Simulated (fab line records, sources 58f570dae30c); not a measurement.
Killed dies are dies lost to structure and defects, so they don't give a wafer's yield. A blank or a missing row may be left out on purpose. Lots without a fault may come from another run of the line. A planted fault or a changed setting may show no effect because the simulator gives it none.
Which tool did it? | flow berkeley_cmos170 | 15 lots, 45 wafers sampled, at 6 steps of a route of 331

WHAT THE GAUGES READ, wafer by wafer
UCB170_SILICIDE_THK_MEAS_03: measures by xrf.
lot  | measured     | on            | SILICIDE_TI_THK (nm)
L661 | day 7 17:40  | film_metro-04 | 28.4 28.9 28.7
L666 | day 9 03:10  | film_metro-04 | 28.9 28.9 28.6
L667 | day 9 03:37  | film_metro-03 | 29.4 29.4 28.9
L665 | day 9 03:59  | film_metro-03 | 29.7 29.7 29.9
L668 | day 9 14:02  | film_metro-02 | 29.1 29.0 29.2
L669 | day 9 14:19  | film_metro-03 | 29.3 29.0 29.3
L670 | day 10 04:16 | film_metro-03 | 29.2 29.0 29.0
L676 | day 12 00:11 | film_metro-02 | 28.4 28.8 28.6
L679 | day 12 07:22 | film_metro-03 | 28.9 29.2 28.9
L678 | day 12 07:58 | film_metro-03 | 29.1 28.8 29.0
L680 | day 12 16:47 | film_metro-02 | 28.7 28.7 28.7
L681 | day 12 16:55 | film_metro-03 | 29.0 29.2 29.3
L682 | day 12 17:14 | film_metro-02 | 28.5 28.4 28.4
L684 | day 13 16:21 | film_metro-04 | 28.6 28.5 28.5
L683 | day 13 16:37 | film_metro-03 | 29.5 29.6 29.4

UCB170_CONTACT_CD_MEAS_90: target cd 700 nm.
lot  | measured     | on        | cd_nm (nm)
L661 | day 7 23:33  | cd_sem-01 | 699.9 699.3 700.7
L666 | day 9 07:31  | cd_sem-01 | 698.5 697.6 697.3
L667 | day 9 07:58  | cd_sem-01 | 701.0 700.6 701.1
L665 | day 9 09:47  | cd_sem-01 | - - -
L668 | day 9 18:32  | cd_sem-01 | - - -
L669 | day 9 19:04  | cd_sem-01 | - - -
L670 | day 10 09:56 | cd_sem-02 | 700.2 696.9 698.6
L676 | day 12 06:34 | cd_sem-02 | 700.6 699.9 702.0
L679 | day 12 11:46 | cd_sem-02 | 698.7 699.2 699.6
L678 | day 12 12:13 | cd_sem-01 | 701.3 700.8 704.1
L680 | day 13 03:00 | cd_sem-02 | 700.3 699.9 701.1
L681 | day 13 03:15 | cd_sem-01 | 699.9 697.3 698.0
L682 | day 13 03:50 | cd_sem-01 | 698.1 697.8 697.0
L684 | day 13 21:41 | cd_sem-02 | 701.5 700.9 701.4
L683 | day 13 21:53 | cd_sem-01 | 699.8 699.2 698.9

UCB170_V1_CD_MEAS_12: target cd 700 nm.
lot  | measured     | on        | cd_nm (nm)
L661 | day 8 06:31  | cd_sem-01 | 698.0 698.2 697.9
L666 | day 9 12:59  | cd_sem-01 | 699.7 699.9 700.8
L667 | day 9 14:52  | cd_sem-02 | 699.4 699.3 698.2
L670 | day 10 15:17 | cd_sem-01 | 697.3 696.4 698.1
L676 | day 12 11:41 | cd_sem-01 | 700.5 700.1 699.8
L679 | day 12 17:09 | cd_sem-01 | 699.6 698.7 699.1
L678 | day 12 19:05 | cd_sem-01 | 699.6 700.0 698.8
L680 | day 13 10:46 | cd_sem-02 | 698.8 698.0 697.8
L681 | day 13 12:14 | cd_sem-02 | 698.7 699.4 699.5
L682 | day 13 12:32 | cd_sem-02 | 698.8 700.8 698.1
L684 | day 14 02:49 | cd_sem-01 | 699.3 699.4 698.1
L683 | day 14 04:10 | cd_sem-01 | 702.3 700.8 701.4

WHICH TOOL RAN EACH LOT (tool, then ch and the chambers of the sampled wafers, then the start)
lot  | UCB170_SILICIDE_RTA_04           | UCB170_CONTACT_ETCH_17             | UCB170_CONTACT_ETCH_18
L661 | rtp_anneal-01 ch 0, day 7 17:44  | rie_diel-03 ch 1, day 7 23:12      | rie_diel-03 ch 1, day 7 23:33 or earlier
L666 | rtp_anneal-01 ch 0, day 9 03:13  | rie_diel-04 ch 0,2,3, day 9 07:14  | rie_diel-04 ch 0,2,3, day 9 07:31 or earlier
L667 | rtp_anneal-02 ch 0, day 9 03:40  | rie_diel-03 ch 1,2, day 9 07:41    | rie_diel-03 ch 1,2, day 9 07:58 or earlier
L665 | rtp_anneal-01 ch 0, day 9 04:02  | rie_diel-04 ch 0,3, day 9 09:31    | rie_diel-04 ch 0,3, day 9 09:47 or earlier
L668 | rtp_anneal-01 ch 0, day 9 14:06  | rie_diel-03 ch 1,2,3, day 9 18:14  | rie_diel-03 ch 1,2,3, day 9 18:32 or earlier
L669 | rtp_anneal-02 ch 0, day 9 14:23  | rie_diel-02 ch 0,1, day 9 18:47    | rie_diel-02 ch 0,1, day 9 19:04 or earlier
L670 | rtp_anneal-02 ch 0, day 10 04:20 | rie_diel-04 ch 0,1, day 10 09:40   | rie_diel-04 ch 0,1, day 10 09:56 or earlier
L676 | rtp_anneal-02 ch 0, day 12 00:16 | rie_diel-02 ch 1,2, day 12 06:17   | rie_diel-02 ch 1,2, day 12 06:34 or earlier
L679 | rtp_anneal-02 ch 0, day 12 07:26 | rie_diel-02 ch 0,1, day 12 11:28   | rie_diel-02 ch 0,1, day 12 11:46 or earlier
L678 | rtp_anneal-01 ch 0, day 12 08:02 | rie_diel-03 ch 0,1, day 12 11:57   | rie_diel-03 ch 0,1, day 12 12:13 or earlier
L680 | rtp_anneal-01 ch 0, day 12 16:50 | rie_diel-02 ch 0,2,3, day 13 02:43 | rie_diel-02 ch 0,2,3, day 13 03:00 or earlier
L681 | rtp_anneal-02 ch 0, day 12 16:59 | rie_diel-04 ch 0,2,3, day 13 02:59 | rie_diel-04 ch 0,2,3, day 13 03:15 or earlier
L682 | rtp_anneal-01 ch 0, day 12 17:19 | rie_diel-03 ch 1,2,3, day 13 03:32 | rie_diel-03 ch 1,2,3, day 13 03:50 or earlier
L684 | rtp_anneal-02 ch 0, day 13 16:25 | rie_diel-04 ch 0,1,3, day 13 21:24 | rie_diel-04 ch 0,1,3, day 13 21:41 or earlier
L683 | rtp_anneal-01 ch 0, day 13 16:40 | rie_diel-03 ch 0,2,3, day 13 21:35 | rie_diel-03 ch 0,2,3, day 13 21:53 or earlier
- UCB170_SILICIDE_RTA_04: time 15 s.
- UCB170_CONTACT_ETCH_17: etches BARC in N2/H2.
- UCB170_CONTACT_ETCH_18: etches PSG in CHF3/CF4/Ar, stops on TiSi2, target depth 840 nm, time 195 s.

WHAT THE TOOLS THEMSELVES READ (means of the sampled wafers that have a number; where no wafer has one, the mark that the record gives instead)
UCB170_SILICIDE_RTA_04.
lot  | tool          | lamp_power_pct (%) | wafer_temp_C_max
L661 | rtp_anneal-01 | 11.4               | 653.7
L666 | rtp_anneal-01 | 11.5               | 654.3
L667 | rtp_anneal-02 | 8.8                | 652.6
L665 | rtp_anneal-01 | 11.5               | 654.6
L668 | rtp_anneal-01 | 11.5               | 653.8
L669 | rtp_anneal-02 | 8.8                | 652.2
L670 | rtp_anneal-02 | 8.8                | 651.9
L676 | rtp_anneal-02 | 8.8                | 652.4
L679 | rtp_anneal-02 | 8.8                | 651.9
L678 | rtp_anneal-01 | 11.5               | 653.2
L680 | rtp_anneal-01 | 11.5               | 654.4
L681 | rtp_anneal-02 | 8.8                | 651.9
L682 | rtp_anneal-01 | 11.5               | 654.2
L684 | rtp_anneal-02 | 8.8                | 651.7
L683 | rtp_anneal-01 | 11.5               | 653.7

UCB170_CONTACT_ETCH_17.
lot  | tool        | bias_w (W) | chamber_pressure_mTorr (mTorr) | drypump_motor_current_A (A) | h2_flow_sccm (sccm) | n2_flow_sccm (sccm) | oes_product_au (a.u.) | throttle_valve_pct (%)
L661 | rie_diel-03 | 99.88      | 29.989                         | 6.7                         | 200.6               | 99.71               | 0.967                 | 13.09
L666 | rie_diel-04 | 99.88      | 29.994                         | 6.1                         | 200.0               | 100.04              | 0.999                 | 13.34
L667 | rie_diel-03 | 99.95      | 29.955                         | 6.2                         | 200.1               | 99.97               | 0.992                 | 13.23
L665 | rie_diel-04 | -          | -                              | -                           | -                   | -                   | -                     | -
L668 | rie_diel-03 | -          | -                              | -                           | -                   | -                   | -                     | -
L669 | rie_diel-02 | -          | -                              | -                           | -                   | -                   | -                     | -
L670 | rie_diel-04 | 100.07     | 29.988                         | 5.9                         | 200.2               | 100.18              | 1.009                 | 13.04
L676 | rie_diel-02 | 99.89      | 30.014                         | 5.7                         | 200.4               | 99.87               | 0.997                 | 13.33
L679 | rie_diel-02 | 99.79      | 29.999                         | 5.7                         | 200.2               | 99.81               | 1.010                 | 13.38
L678 | rie_diel-03 | 99.75      | 29.998                         | 6.4                         | 200.4               | 100.31              | 0.983                 | 13.22
L680 | rie_diel-02 | 100.18     | 30.001                         | 6.2                         | 200.3               | 100.25              | 0.990                 | 13.39
L681 | rie_diel-04 | 99.66      | 29.989                         | 6.1                         | 199.9               | 100.17              | 0.991                 | 13.31
L682 | rie_diel-03 | 99.96      | 29.991                         | 6.2                         | 200.8               | 100.15              | 0.993                 | 13.24
L684 | rie_diel-04 | 99.74      | 30.022                         | 6.0                         | 200.2               | 100.27              | 1.004                 | 13.23
L683 | rie_diel-03 | 99.99      | 30.020                         | 5.9                         | 200.3               | 100.07              | 1.006                 | 13.36

UCB170_CONTACT_ETCH_18.
lot  | tool        | CHF3_flow_sccm (sccm) | cf4_flow_sccm (sccm) | chamber_pressure_mTorr (mTorr) | drypump_motor_current_A (A) | oes_product_au (a.u.) | throttle_valve_pct (%)
L661 | rie_diel-03 | 44.93                 | 14.96                | 200.05                         | 6.6                         | 0.889                 | 6.79
L666 | rie_diel-04 | 45.00                 | 14.97                | 199.88                         | 6.1                         | 0.888                 | 6.93
L667 | rie_diel-03 | 45.12                 | 15.03                | 200.04                         | 6.1                         | 0.896                 | 6.89
L665 | rie_diel-04 | 44.95                 | 14.97                | 200.03                         | 6.1                         | 0.373                 | 6.98
L668 | rie_diel-03 | 44.91                 | 14.97                | 200.08                         | 6.1                         | 0.374                 | 6.88
L669 | rie_diel-02 | 44.93                 | 15.05                | 199.89                         | 6.1                         | 0.377                 | 6.96
L670 | rie_diel-04 | 44.87                 | 14.97                | 200.03                         | 5.9                         | 0.904                 | 6.75
L676 | rie_diel-02 | 45.12                 | 15.02                | 199.91                         | 5.7                         | 0.898                 | 6.89
L679 | rie_diel-02 | 44.95                 | 15.04                | 199.75                         | 5.7                         | 0.892                 | 6.92
L678 | rie_diel-03 | 45.05                 | 15.04                | 200.07                         | 6.4                         | 0.892                 | 6.89
L680 | rie_diel-02 | 44.87                 | 15.02                | 199.98                         | 6.1                         | 0.897                 | 6.97
L681 | rie_diel-04 | 45.00                 | 15.00                | 200.09                         | 6.1                         | 0.878                 | 6.93
L682 | rie_diel-03 | 44.98                 | 15.03                | 200.08                         | 6.2                         | 0.890                 | 6.89
L684 | rie_diel-04 | 45.00                 | 14.99                | 200.03                         | 6.0                         | 0.891                 | 6.86
L683 | rie_diel-03 | 44.98                 | 15.03                | 200.06                         | 5.9                         | 0.907                 | 6.98

THE ANSWER, worked out from the rows above alone
Rule: what is usual is taken from the lots themselves. Put in order of their means at a reading, lots are off if they are a third of the lots or fewer, leave a main group of 4 or more, and stand apart from it by a gap of 3 or more times the standard deviation of the main group's means; of several such gaps the widest counts. A main group whose means are all the same, to the digits that the tables above print for the reading, isn't used. A lot without any number at a reading at which 4 lots or more have one is off too. The other lots that the step has rows for count as sound. The gauges are gone through in route order, then the tools' own readings, and for those a lot's mean is taken as printed above. The first step at which some lot is off is used, and at that step the reading that is off furthest; a lot without a number counts as furthest.
Off: L665, L668, L669, at UCB170_CONTACT_CD_MEAS_90 (cd_nm). Without a number there: L665, L668, L669. The main group: mean 699.7 nm, standard deviation 1.4.
A tool fits if, at a process step before that reading, it ran every lot that is off, and no sound lot after the first of them. The gauges at UCB170_CONTACT_CD_MEAS_90 aren't tried: what is off there is off at UCB170_CONTACT_ETCH_17 too, on other tools, and a gauge's error can't cause that. UCB170_CONTACT_ETCH_18 gives no start for some lots, so the hours and the order of its lots are those of UCB170_CONTACT_CD_MEAS_90. None of those tried fits.

WHAT THE SIMULATOR HAD PUT IN
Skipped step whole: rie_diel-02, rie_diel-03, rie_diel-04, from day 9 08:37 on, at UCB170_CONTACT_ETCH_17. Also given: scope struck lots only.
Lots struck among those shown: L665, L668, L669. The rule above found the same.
